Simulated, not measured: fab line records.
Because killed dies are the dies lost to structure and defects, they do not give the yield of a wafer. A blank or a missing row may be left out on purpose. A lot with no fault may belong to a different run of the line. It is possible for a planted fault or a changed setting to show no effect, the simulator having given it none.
fab line records :: flow berkeley_cmos170
record
  lots=6
  wafers=18
  last_day=11
route steps=331 shown NWELL@15
lots that met no fault: from a run of the same line without faults
start_h: start of the lot's first displayed wafer, in hours after the record's first day :: wait_h: how many hours have passed since the lot's step before this one :: " as in the row above :: L1.1+2: a single row standing in for several wafers :: - either no value or no given start :: * or withheld: withheld :: < > ~ a bound
route shown NAME@n: names a module that has steps shown in the file, with the first one's number in the route :: usual: the fault-free wafers' mean and standard deviation :: same: alike in all rows :: chamber/n: place in a boat :: sites: per-site readings :: _std_site: the standard deviation of these :: _edge_site: the outer-site mean with the inner-site mean subtracted :: radius_mm: for every site, how far away it sits from the centre of the wafer :: mask NAME#n: copy n :: behind: tool/chamber where the wafer was last shaped :: hold: the reason the lot was held/the length of the hold in hours/how it ended :: device: names the non-switching transistor (n, p or np) :: end of line: tests run on the same wafers once the route is complete :: a step given without rows: its recipe and nothing more :: killed: the dies lost at the first sort to structure and to defects; this is not the yield of the wafer :: map: a wafer's dies, x killed, . not, _ none there
set.NAME: setting as actually run; set.NAME@STEP: the setting as run at that earlier step :: model.NAME: the simulator's own value behind a step, which no gauge read
a table for each step, a row for each wafer; lots at some steps of the route
services: from which hour (start_h, from the record's first day; less than 0 if before it) a tool's chamber was out of use, for how many hours, and why
## steps
# step UCB170_NWELL_OXIDATION_01
# recipe
  temp_c=1000
  ambient=O2
  target_thk_a=264
  ox_time_s=1260
# step UCB170_NWELL_THK_MEAS_02
# recipe
  reads=SiO2_of_NWELL_OXIDATION_01
# usual
  NWELL_OXIDE_THK=26.3/0.53
lot.wafer: L131.1
tool: film_metro-02
chamber: -
start_h: 22.99
wait_h: 0.0
NWELL_OXIDE_THK[nm]: 25.9

lot.wafer: L131.4
tool: film_metro-02
chamber: -
start_h: 22.99
wait_h: 0.0
NWELL_OXIDE_THK[nm]: 26.4

lot.wafer: L131.5
tool: film_metro-02
chamber: -
start_h: 22.99
wait_h: 0.0
NWELL_OXIDE_THK[nm]: 26.0

lot.wafer: L137.1
tool: film_metro-04
chamber: -
start_h: 56.20
wait_h: 0.0
NWELL_OXIDE_THK[nm]: 26.5

lot.wafer: L137.3
tool: film_metro-04
chamber: -
start_h: 56.20
wait_h: 0.0
NWELL_OXIDE_THK[nm]: 26.4

lot.wafer: L137.5
tool: film_metro-04
chamber: -
start_h: 56.20
wait_h: 0.0
NWELL_OXIDE_THK[nm]: 26.8

lot.wafer: L142.1
tool: film_metro-01
chamber: -
start_h: 77.08
wait_h: 0.0
NWELL_OXIDE_THK[nm]: 26.8

lot.wafer: L142.4
tool: film_metro-01
chamber: -
start_h: 77.08
wait_h: 0.0
NWELL_OXIDE_THK[nm]: 26.5

lot.wafer: L142.6
tool: film_metro-01
chamber: -
start_h: 77.08
wait_h: 0.0
NWELL_OXIDE_THK[nm]: 26.7

lot.wafer: L144.1
tool: film_metro-02
chamber: -
start_h: 88.58
wait_h: 0.0
NWELL_OXIDE_THK[nm]: 25.9

lot.wafer: L144.4
tool: film_metro-02
chamber: -
start_h: 88.58
wait_h: 0.0
NWELL_OXIDE_THK[nm]: 26.3

lot.wafer: L144.5
tool: film_metro-02
chamber: -
start_h: 88.58
wait_h: 0.0
NWELL_OXIDE_THK[nm]: 26.4

lot.wafer: L150.2
tool: film_metro-02
chamber: -
start_h: 115.07
wait_h: 0.0
NWELL_OXIDE_THK[nm]: 25.4

lot.wafer: L150.3
tool: film_metro-02
chamber: -
start_h: 115.07
wait_h: 0.0
NWELL_OXIDE_THK[nm]: 25.3

lot.wafer: L150.6
tool: film_metro-02
chamber: -
start_h: 115.07
wait_h: 0.0
NWELL_OXIDE_THK[nm]: 25.0

lot.wafer: L151.2
tool: film_metro-04
chamber: -
start_h: 123.87
wait_h: 0.0
NWELL_OXIDE_THK[nm]: 26.4

lot.wafer: L151.3
tool: film_metro-04
chamber: -
start_h: 123.87
wait_h: 0.0
NWELL_OXIDE_THK[nm]: 26.1

lot.wafer: L151.4
tool: film_metro-04
chamber: -
start_h: 123.87
wait_h: 0.0
NWELL_OXIDE_THK[nm]: 26.3
# step UCB170_NWELL_ANNEAL_03
# recipe
  temp_c=1000
  time_s=900
  ambient=N2
# step UCB170_NWELL_CVD_04
# recipe
  material=Si3N4
  target_thk_nm=224
  temp_c=800
  precursor=SiH2Cl2/NH3
  time_s=3360
  pressure_mtorr=200
  sih2cl2_flow_sccm=25
  nh3_flow_sccm=75
# step UCB170_NWELL_THK_MEAS_05
# recipe
  reads=Si3N4_of_NWELL_CVD_04
# usual
  NWELL_NITRIDE_THK=224.3/1.5
lot.wafer: L131.1
tool: film_metro-04
chamber: -
start_h: 28.86
wait_h: 0.0
NWELL_NITRIDE_THK[nm]: 223.2

lot.wafer: L131.4
tool: film_metro-04
chamber: -
start_h: 28.86
wait_h: 0.0
NWELL_NITRIDE_THK[nm]: 222.7

lot.wafer: L131.5
tool: film_metro-04
chamber: -
start_h: 28.86
wait_h: 0.0
NWELL_NITRIDE_THK[nm]: 223.1

lot.wafer: L137.1
tool: film_metro-02
chamber: -
start_h: 62.22
wait_h: 0.0
NWELL_NITRIDE_THK[nm]: 222.7

lot.wafer: L137.3
tool: film_metro-02
chamber: -
start_h: 62.22
wait_h: 0.0
NWELL_NITRIDE_THK[nm]: 221.0

lot.wafer: L137.5
tool: film_metro-02
chamber: -
start_h: 62.22
wait_h: 0.0
NWELL_NITRIDE_THK[nm]: 223.1

lot.wafer: L142.1
tool: film_metro-02
chamber: -
start_h: 82.39
wait_h: 0.0
NWELL_NITRIDE_THK[nm]: 226.7

lot.wafer: L142.4
tool: film_metro-02
chamber: -
start_h: 82.39
wait_h: 0.0
NWELL_NITRIDE_THK[nm]: 227.0

lot.wafer: L142.6
tool: film_metro-02
chamber: -
start_h: 82.39
wait_h: 0.0
NWELL_NITRIDE_THK[nm]: 227.3

lot.wafer: L144.1
tool: film_metro-04
chamber: -
start_h: 96.46
wait_h: 0.0
NWELL_NITRIDE_THK[nm]: 224.8

lot.wafer: L144.4
tool: film_metro-04
chamber: -
start_h: 96.46
wait_h: 0.0
NWELL_NITRIDE_THK[nm]: 225.1

lot.wafer: L144.5
tool: film_metro-04
chamber: -
start_h: 96.46
wait_h: 0.0
NWELL_NITRIDE_THK[nm]: 223.6

lot.wafer: L150.2
tool: film_metro-01
chamber: -
start_h: 120.75
wait_h: 0.0
NWELL_NITRIDE_THK[nm]: 223.0

lot.wafer: L150.3
tool: film_metro-01
chamber: -
start_h: 120.75
wait_h: 0.0
NWELL_NITRIDE_THK[nm]: 221.7

lot.wafer: L150.6
tool: film_metro-01
chamber: -
start_h: 120.75
wait_h: 0.0
NWELL_NITRIDE_THK[nm]: 224.0

lot.wafer: L151.2
tool: film_metro-02
chamber: -
start_h: 130.37
wait_h: 0.0
NWELL_NITRIDE_THK[nm]: 225.6

lot.wafer: L151.3
tool: film_metro-02
chamber: -
start_h: 130.37
wait_h: 0.0
NWELL_NITRIDE_THK[nm]: 223.6

lot.wafer: L151.4
tool: film_metro-02
chamber: -
start_h: 130.37
wait_h: 0.0
NWELL_NITRIDE_THK[nm]: 224.7
# step UCB170_NWELL_HMDS_06
# recipe
  prime_time_s=60
  prime_temp_c=100
# step UCB170_NWELL_COAT_07
# recipe
  resist=KrF
  spin_rpm=1500
  resist_thk_nm=900
# step UCB170_NWELL_SOFTBAKE_08
# recipe
  resist=KrF
  temp_c=130
  time_s=60
# step UCB170_NWELL_EXPOSE_09
# recipe
  mask_id=NWELL
  target_cd_nm=3000
  na=0.5
  sigma_outer=0.6
  source_shape=conventional
  dose_mj=25
# step UCB170_NWELL_PEB_10
# recipe
  peb_temp_c=130
  peb_time_s=withheld
  resist=KrF
# step UCB170_NWELL_DEVELOP_11
# recipe
  developer=TMAH
  develop_time_s=45
  resist=KrF
  dev_temp_c=21
# step UCB170_NWELL_OVL_MEAS_12
# usual
  NWELL_OVL=-4/5.7
lot.wafer: L131.1
tool: overlay-01
chamber: -
start_h: 29.98
wait_h: -
NWELL_OVL[nm]: -3

lot.wafer: L131.4
tool: overlay-01
chamber: -
start_h: 29.98
wait_h: -
NWELL_OVL[nm]: -6

lot.wafer: L131.5
tool: overlay-01
chamber: -
start_h: 29.98
wait_h: -
NWELL_OVL[nm]: -7

lot.wafer: L137.1
tool: overlay-02
chamber: -
start_h: 63.14
wait_h: -
NWELL_OVL[nm]: -7

lot.wafer: L137.3
tool: overlay-02
chamber: -
start_h: 63.14
wait_h: -
NWELL_OVL[nm]: -7

lot.wafer: L137.5
tool: overlay-02
chamber: -
start_h: 63.14
wait_h: -
NWELL_OVL[nm]: -3

lot.wafer: L142.1
tool: overlay-02
chamber: -
start_h: 83.72
wait_h: -
NWELL_OVL[nm]: -7

lot.wafer: L142.4
tool: overlay-02
chamber: -
start_h: 83.72
wait_h: -
NWELL_OVL[nm]: -5

lot.wafer: L142.6
tool: overlay-02
chamber: -
start_h: 83.72
wait_h: -
NWELL_OVL[nm]: -2

lot.wafer: L144.1
tool: overlay-02
chamber: -
start_h: 97.62
wait_h: -
NWELL_OVL[nm]: -3

lot.wafer: L144.4
tool: overlay-02
chamber: -
start_h: 97.62
wait_h: -
NWELL_OVL[nm]: -2

lot.wafer: L144.5
tool: overlay-02
chamber: -
start_h: 97.62
wait_h: -
NWELL_OVL[nm]: -6

lot.wafer: L150.2
tool: overlay-01
chamber: -
start_h: 122.28
wait_h: -
NWELL_OVL[nm]: -5

lot.wafer: L150.3
tool: overlay-01
chamber: -
start_h: 122.28
wait_h: -
NWELL_OVL[nm]: -10

lot.wafer: L150.6
tool: overlay-01
chamber: -
start_h: 122.28
wait_h: -
NWELL_OVL[nm]: -6

lot.wafer: L151.2
tool: overlay-02
chamber: -
start_h: 131.87
wait_h: -
NWELL_OVL[nm]: -7

lot.wafer: L151.3
tool: overlay-02
chamber: -
start_h: 131.87
wait_h: -
NWELL_OVL[nm]: -3

lot.wafer: L151.4
tool: overlay-02
chamber: -
start_h: 131.87
wait_h: -
NWELL_OVL[nm]: -5
# step UCB170_NWELL_ETCH_13
# recipe
  chemistry=CH3F/Ar/O2
  target=Si3N4
  stop_on=SiO2
  CH3F_flow_sccm=20
  Ar_flow_sccm=50
  O2_flow_sccm=7
  pressure_mtorr=50
  rf_w=450
  target_depth_a=2464
  over_etch_frac=0.1
  time_s=154
# usual
  drypump_motor_current_A=5.7/0.44
  oes_product_au=0.946/0.014
  run_length_s=182.4/0.4
  throttle_valve_pct=8.00/0.16
lot.wafer: L131.1
tool: rie_diel-02
chamber: 1
start_h: 30.02
wait_h: 0.0
drypump_motor_current_A: 5.5
oes_product_au: 0.951
rf_hours_counter_h: 22
run_length_s: 182.4
throttle_valve_pct: 8.00
model.KrF_of_NWELL_COAT_07.thk_nm: 726.9
model.etch.depth_nm: 223.2

lot.wafer: L131.4
tool: rie_diel-02
chamber: 3
start_h: 30.02
wait_h: 0.0
drypump_motor_current_A: 5.8
oes_product_au: 0.933
rf_hours_counter_h: 133
run_length_s: 182.8
throttle_valve_pct: 8.38
model.KrF_of_NWELL_COAT_07.thk_nm: 732.7
model.etch.depth_nm: 222.9

lot.wafer: L131.5
tool: rie_diel-02
chamber: 0
start_h: 30.02
wait_h: 0.0
drypump_motor_current_A: 6.4
oes_product_au: 0.931
rf_hours_counter_h: -
run_length_s: 182.8
throttle_valve_pct: 7.95
model.KrF_of_NWELL_COAT_07.thk_nm: 724.9
model.etch.depth_nm: 223.1

lot.wafer: L137.1
tool: rie_diel-01
chamber: 2
start_h: 63.18
wait_h: 0.0
drypump_motor_current_A: 5.7
oes_product_au: 0.934
rf_hours_counter_h: 36
run_length_s: 182.3
throttle_valve_pct: 8.11
model.KrF_of_NWELL_COAT_07.thk_nm: 725.5
model.etch.depth_nm: 222.9

lot.wafer: L137.3
tool: rie_diel-01
chamber: 3
start_h: 63.18
wait_h: 0.0
drypump_motor_current_A: 5.3
oes_product_au: 0.949
rf_hours_counter_h: 6
run_length_s: 182.7
throttle_valve_pct: 7.98
model.KrF_of_NWELL_COAT_07.thk_nm: 725.1
model.etch.depth_nm: 220.9

lot.wafer: L137.5
tool: rie_diel-01
chamber: 0
start_h: 63.18
wait_h: 0.0
drypump_motor_current_A: 5.2
oes_product_au: 0.967
rf_hours_counter_h: -
run_length_s: 182.2
throttle_valve_pct: 8.06
model.KrF_of_NWELL_COAT_07.thk_nm: 726.8
model.etch.depth_nm: 222.7

lot.wafer: L142.1
tool: rie_diel-02
chamber: 0
start_h: 83.75
wait_h: 0.0
drypump_motor_current_A: 6.4
oes_product_au: 0.982
rf_hours_counter_h: 102
run_length_s: 175.0
throttle_valve_pct: 7.93
model.KrF_of_NWELL_COAT_07.thk_nm: 727.4
model.etch.depth_nm: 226.6

lot.wafer: L142.4
tool: rie_diel-02
chamber: 3
start_h: 83.75
wait_h: 0.0
drypump_motor_current_A: 5.8
oes_product_au: 0.954
rf_hours_counter_h: 136
run_length_s: 174.3
throttle_valve_pct: 8.39
model.KrF_of_NWELL_COAT_07.thk_nm: 741
model.etch.depth_nm: 219.7

lot.wafer: L142.6
tool: rie_diel-02
chamber: 0
start_h: 83.75
wait_h: 0.0
drypump_motor_current_A: 6.4
oes_product_au: 0.981
rf_hours_counter_h: -
run_length_s: 174.8
throttle_valve_pct: 7.93
model.KrF_of_NWELL_COAT_07.thk_nm: 727.9
model.etch.depth_nm: 227.2

lot.wafer: L144.1
tool: rie_diel-02
chamber: 1
start_h: 97.66
wait_h: 0.0
drypump_motor_current_A: 5.4
oes_product_au: 0.978
rf_hours_counter_h: 26
run_length_s: 174.4
throttle_valve_pct: 7.99
model.KrF_of_NWELL_COAT_07.thk_nm: 734.1
model.etch.depth_nm: 224.3

lot.wafer: L144.4
tool: rie_diel-02
chamber: 3
start_h: 97.66
wait_h: 0.0
drypump_motor_current_A: 5.7
oes_product_au: 0.957
rf_hours_counter_h: 137
run_length_s: 174.3
throttle_valve_pct: 8.40
model.KrF_of_NWELL_COAT_07.thk_nm: 741.3
model.etch.depth_nm: 216

lot.wafer: L144.5
tool: rie_diel-02
chamber: 1
start_h: 97.66
wait_h: 0.0
drypump_motor_current_A: 5.4
oes_product_au: 0.982
rf_hours_counter_h: -
run_length_s: 174.1
throttle_valve_pct: 8.00
model.KrF_of_NWELL_COAT_07.thk_nm: 738.8
model.etch.depth_nm: 222.5

lot.wafer: L150.2
tool: rie_diel-03
chamber: 2
start_h: 122.31
wait_h: 0.0
drypump_motor_current_A: 5.0
oes_product_au: 0.921
rf_hours_counter_h: 72
run_length_s: 182.4
throttle_valve_pct: 8.04
model.KrF_of_NWELL_COAT_07.thk_nm: 716.8
model.etch.depth_nm: 223

lot.wafer: L150.3
tool: rie_diel-03
chamber: 1
start_h: 122.31
wait_h: 0.0
drypump_motor_current_A: 5.7
oes_product_au: 0.957
rf_hours_counter_h: 110
run_length_s: 182.7
throttle_valve_pct: 7.90
model.KrF_of_NWELL_COAT_07.thk_nm: 725.6
model.etch.depth_nm: 221.8

lot.wafer: L150.6
tool: rie_diel-03
chamber: 1
start_h: 122.31
wait_h: 0.0
drypump_motor_current_A: 5.7
oes_product_au: 0.957
rf_hours_counter_h: -
run_length_s: 182.8
throttle_valve_pct: 7.88
model.KrF_of_NWELL_COAT_07.thk_nm: 726.6
model.etch.depth_nm: 224.2

lot.wafer: L151.2
tool: rie_diel-03
chamber: 3
start_h: 131.90
wait_h: 0.0
drypump_motor_current_A: 6.5
oes_product_au: 0.934
rf_hours_counter_h: 52
run_length_s: 182.0
throttle_valve_pct: 7.78
model.KrF_of_NWELL_COAT_07.thk_nm: 723.4
model.etch.depth_nm: 225.5

lot.wafer: L151.3
tool: rie_diel-03
chamber: 2
start_h: 131.90
wait_h: 0.0
drypump_motor_current_A: 5.0
oes_product_au: 0.925
rf_hours_counter_h: 73
run_length_s: 182.3
throttle_valve_pct: 8.03
model.KrF_of_NWELL_COAT_07.thk_nm: 717.4
model.etch.depth_nm: 223.6

lot.wafer: L151.4
tool: rie_diel-03
chamber: 1
start_h: 131.90
wait_h: 0.0
drypump_motor_current_A: 5.7
oes_product_au: 0.956
rf_hours_counter_h: 110
run_length_s: 182.8
throttle_valve_pct: 7.91
model.KrF_of_NWELL_COAT_07.thk_nm: 726.6
model.etch.depth_nm: 224.6
# step UCB170_NWELL_IMPLANT_14
# recipe
  species=P
  dose_cm2=1e+13
  energy_kev=150
  tilt_deg=7
## services
tool: rie_diel-03
chamber: 2
start_h: 26.46
hours: 4.2
kind: repair

tool: rie_diel-01
chamber: 1
start_h: 34.42
hours: -
kind: clean

tool: rie_diel-01
chamber: 1
start_h: 34.42
hours: 34.7
kind: scheduled_down

tool: rie_diel-01
chamber: 1
start_h: 34.42
hours: 34.7
kind: vent_cycle

tool: rie_diel-02
chamber: -
start_h: 51.41
hours: 0.7
kind: repair

tool: rie_diel-03
chamber: -
start_h: 61.56
hours: 4.3
kind: pm

tool: rie_diel-02
chamber: 0
start_h: 62.11
hours: 4.4
kind: repair

tool: rie_diel-01
chamber: 2
start_h: 92.15
hours: 2.1
kind: repair

tool: rie_diel-03
chamber: 0
start_h: 95.14
hours: 6.9
kind: repair

tool: rie_diel-02
chamber: 1
start_h: 117.27
hours: 25.0
kind: repair
## key
first_sign
  step=UCB170_NWELL_ETCH_13
  reading=run_length_s
  direction=down
  sigmas=20
  usual=*
  struck=*
effect
  step=UCB170_NWELL_ETCH_13
  reading=oes_product_au
  direction=up
  sigmas=1.9
  usual=0.946
  struck=0.973
  wafers_moved=4
model_effect
  step=UCB170_NWELL_ETCH_13
  value=KrF_of_NWELL_COAT_07.thk_nm
  without=726.6
  struck=735.1
met_at UCB170_NWELL_ETCH_13
struck_wafers L142.1,L142.4,L142.6,L144.1,L144.4,L144.5
later_rows_left_out L144.1,L144.5
sort_left_out L142.1,L142.4,L142.6,L144.1,L144.4,L144.5
tester_left_out L142,L144
onset_between 30.02 83.75
fault
  kind=process_parameter_drift
  tool=rie_diel-02
  chamber=-
  onset_h=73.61
  steps=UCB170_NWELL_ETCH_13
  channel=time_s
  offset=*
  shape=step
  end_h=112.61
  acts_in=*
  stated=*
# tester_left_out: of these lots the tester's yield and bins aren't shown, on N5 and GAA mostly nor the transistor test; their killed dies are dies lost to structure and defects alone, not to doping, threshold or leakage, so they don't give the yield
# sort_left_out: the simulated sort isn't trusted on such a fault, so these wafers' sort isn't shown, and their yield isn't known
# later_rows_left_out: the simulator's readings of these wafers behind a module that went badly wrong aren't trusted and aren't shown, but for the sort
